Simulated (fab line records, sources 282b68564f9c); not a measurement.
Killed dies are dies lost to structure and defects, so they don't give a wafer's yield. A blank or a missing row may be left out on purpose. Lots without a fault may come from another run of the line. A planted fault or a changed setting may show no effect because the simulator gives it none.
A struck lot beside a sound one | flow rit_cmos | 19 steps out of a route of 202
Sound: wafers L248.1, L248.2, L248.6. Struck: wafers L259.1, L259.5, L259.6. The cause comes at the end.
At each step with rows: each side's tool, then ch and its chambers, then its first start. Under that, the readings that differ: sound wafers | struck wafers | difference of the means | sigmas: that difference in standard deviations of wafers without a fault.
alike: readings whose means differ by less than 2 such deviations, and words and numbers that are the same on both sides. not compared: withheld readings, readings that some wafer has no value for, bounds like >300 that may hide the same value, and numbers for which the record gives no deviation and whose values overlap.
The two part at a step that has a row with sigmas, a row that says differs or no value, or rows on one side only. Numbers that don't overlap but have no deviation are shown without sigmas and don't part them. A reading that every wafer of one side lacks parts them only if that side has two wafers or more.

first, 3 steps without rows for these wafers: RIT_GATE_CLEAN_02 (cleans in dHF, time 30 s); RIT_GATE_CLEAN_03 (cleans in SC2, time 600 s); RIT_GATE_CLEAN_04 (cleans in dHF, time 60 s).
RIT_FOX2_THK_MEAS_91:
  sound on film_metro-01, day 2 22:01; struck on film_metro-01, day 5 07:47
  alike: FIELD_OXIDE_LEFT_2_THK
then, 2 steps without rows for these wafers: RIT_GATE_OXIDATION_05 (target thk 3 nm, ox time 270 s); RIT_GATE_ANNEAL_06 (time 600 s).
RIT_GATE_THK_MEAS_07:
  sound on film_metro-04, day 3 05:11; struck on film_metro-01, day 5 11:42
  alike: GATE_OXIDE_THK
then, 1 step without rows for these wafers: RIT_GATE_CVD_08 (deposits poly-Si from SiH4, target thk 250 nm, time 2220 s).
RIT_GATE_THK_MEAS_09:
  sound on film_metro-02, day 3 06:52; struck on film_metro-02, day 5 13:23
  alike: GATE_POLY_THK
then, 3 steps without rows for these wafers: RIT_GATE_HMDS_10 (prime time 60 s); RIT_GATE_COAT_11 (resist thk 850 nm); RIT_GATE_SOFTBAKE_12 (time 60 s).
RIT_GATE_EXPOSE_13: exposes mask M6, target cd 150 nm.
  sound on iline_stepper-02 ch 0, day 3 07:23; struck on iline_stepper-01 ch 0, day 5 14:10
  reading                      | sound                | struck            | difference | sigmas
  model.GATE.overlay_x_nm (nm) | 0.8473 0.8473 0.8473 | 129.9 129.9 129.9 | +129.1     |
  alike: mask
then, 2 steps without rows for these wafers: RIT_GATE_PEB_14; RIT_GATE_DEVELOP_15 (develop time 50 s).
RIT_GATE_CD_MEAS_16: target cd 150 nm.
  sound on cd_sem-01, day 3 07:47; struck on cd_sem-01, day 5 14:34
  alike: cd_nm
RIT_GATE_OVL_MEAS_17:
  sound on overlay-01, day 3 07:54; struck on overlay-01, day 5 14:41
  reading       | sound       | struck            | difference | sigmas
  GATE_OVL (nm) | 0.7 0.9 0.2 | 129.9 128.1 127.8 | +128.0     | +99 or more
then, 1 step without rows for these wafers: RIT_GATE_HARDBAKE_18 (time 60 s).
RIT_M1_PROBE_99:
  sound on prober-01, day 4 05:54; struck on prober-02, day 6 14:05
  reading                                                 | sound                | struck               | difference | sigmas
  model.etest.select_edge_diode_p.leak_log10_a (angstrom) | -10.13 -10.45 -10.48 | -8.749 -8.238 -8.211 | +1.954     |
  model.etest.select_edge_diode_n.leak_log10_a (angstrom) | -9.789 -10.02 -9.736 | -8.209 -7.767 -7.759 | +1.937     |
  model.etest.gate_end_array.leak_log10_a_um              | -12.92 -12.74 -12.75 | -12.25 -12.36 -12.25 | +0.52      |
  alike: killed_at_front_end, killed_dies, killed_open, killed_short
  not compared: model.etest.pldd.width_nm, model.etest.nldd.width_nm

WHERE THEY PART
Only at RIT_GATE_OVL_MEAS_17, within this record. Later steps at which nothing parts them and some readings are alike: RIT_M1_PROBE_99.

WHY: what the simulator had put in
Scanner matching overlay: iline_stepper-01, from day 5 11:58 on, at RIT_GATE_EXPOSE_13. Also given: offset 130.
